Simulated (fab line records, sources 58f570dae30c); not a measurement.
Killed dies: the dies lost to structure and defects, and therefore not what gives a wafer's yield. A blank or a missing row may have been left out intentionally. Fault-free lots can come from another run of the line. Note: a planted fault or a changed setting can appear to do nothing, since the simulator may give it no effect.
Check of tool commonality | flow berkeley-cmos170 | Sampled: 13 lots, 39 wafers

WHAT PROMPTED THE OPENING
At UCB170_M1_CD_MEAS_09 the reading cd-nm is flagged on 1 of 13 lots. No-fault wafers: 699.6 nm, standard deviation 1.5.
Rule: a lot is flagged when every wafer of it that has a number lies more than 4 standard deviations from that mean, or none has a number. The rest of the lots are taken to be sound.

lot  | measured     | on        | cd-nm (nm), wafer by wafer | flag
L767 | day 8 19:02  | cd-sem-01 | 697.8 697.1 697.9          |
L770 | day 8 21:16  | cd-sem-01 | 697.5 697.1 697.4          |
L769 | day 8 21:28  | cd-sem-02 | 698.4 699.3 698.6          |
L771 | day 9 17:17  | cd-sem-01 | 700.1 699.7 699.0          |
L772 | day 9 17:31  | cd-sem-02 | 698.1 697.4 697.9          |
L775 | day 10 01:44 | cd-sem-02 | 700.5 700.4 700.6          |
L774 | day 10 01:58 | cd-sem-02 | 701.1 700.6 701.3          |
L777 | day 10 21:56 | cd-sem-01 | 698.3 698.7 699.0          |
L776 | day 10 22:11 | cd-sem-02 | 616.4 615.3 615.8          | FLAGGED
L780 | day 11 05:47 | cd-sem-01 | 700.6 701.4 702.0          |
L787 | day 12 08:19 | cd-sem-01 | 700.2 701.0 701.3          |
L786 | day 12 10:26 | cd-sem-02 | 698.8 698.3 698.1          |
L788 | day 13 06:08 | cd-sem-02 | 701.2 701.7 702.5          |
On average the flagged lots' numbers are 615.8 nm, which is -83.8 nm against the usual, or -56 standard deviations.

LOT BY LOT: THE TOOL USED
The record keeps 1 process step preceding the reading, out of 331 steps on the route. In each cell: the tool, then ch and the chambers that the sampled wafers went through, then the start.
lot  | flag    | UCB170_M1_EXPOSE_06
L767 |         | krf-scanner-01 ch 0, day 8 18:38
L770 |         | krf-scanner-02 ch 0, day 8 20:50
L769 |         | krf-scanner-01 ch 0, day 8 21:04
L771 |         | krf-scanner-01 ch 0, day 9 16:53
L772 |         | krf-scanner-01 ch 0, day 9 17:08
L775 |         | krf-scanner-01 ch 0, day 10 01:11
L774 |         | krf-scanner-02 ch 0, day 10 01:23
L777 |         | krf-scanner-02 ch 0, day 10 21:32
L776 | FLAGGED | krf-scanner-01 ch 0, day 10 21:48
L780 |         | krf-scanner-01 ch 0, day 11 05:13
L787 |         | krf-scanner-02 ch 0, day 12 07:52
L786 |         | krf-scanner-02 ch 0, day 12 10:00
L788 |         | krf-scanner-02 ch 0, day 13 05:35
What is done by these steps:
- UCB170_M1_EXPOSE_06: exposes mask METAL1, target cd 700 nm.
- UCB170_M1_CD_MEAS_09: target cd 700 nm.

FLAGGED AGAINST TOTAL, ONE TOOL AT A TIME (gauges that did the reading follow at the end)
step                 | tool           | lots run | flagged | share of the flagged lots | sound lots run after its first flagged lot
UCB170_M1_EXPOSE_06  | krf-scanner-01 | 7        | 1       | all                       | 1 (L780)
UCB170_M1_EXPOSE_06  | krf-scanner-02 | 6        | 0       | none                      | -
UCB170_M1_CD_MEAS_09 | cd-sem-01      | 6        | 0       | none                      | -
UCB170_M1_CD_MEAS_09 | cd-sem-02      | 7        | 1       | all                       | 2 (L786,L788)

THE TABLE: WHAT IT ALLOWS
Every flagged lot went through 2 rows of the table: krf-scanner-01 at UCB170_M1_EXPOSE_06 and cd-sem-02 at UCB170_M1_CD_MEAS_09.
- krf-scanner-01 at UCB170_M1_EXPOSE_06: 1 of its 7 lots flagged. After the first flagged lot (L780), sound lots still ran on it; a lasting fault on the whole tool would not permit that.
- cd-sem-02 at UCB170_M1_CD_MEAS_09: 1 of its 7 lots flagged. After the first flagged lot (L786, L788), sound lots still ran on it; a lasting fault on the whole tool would not permit that.
There is no row in the table that ran each flagged lot and no sound lot after the first.

WHAT THE SIMULATOR HAD INSERTED
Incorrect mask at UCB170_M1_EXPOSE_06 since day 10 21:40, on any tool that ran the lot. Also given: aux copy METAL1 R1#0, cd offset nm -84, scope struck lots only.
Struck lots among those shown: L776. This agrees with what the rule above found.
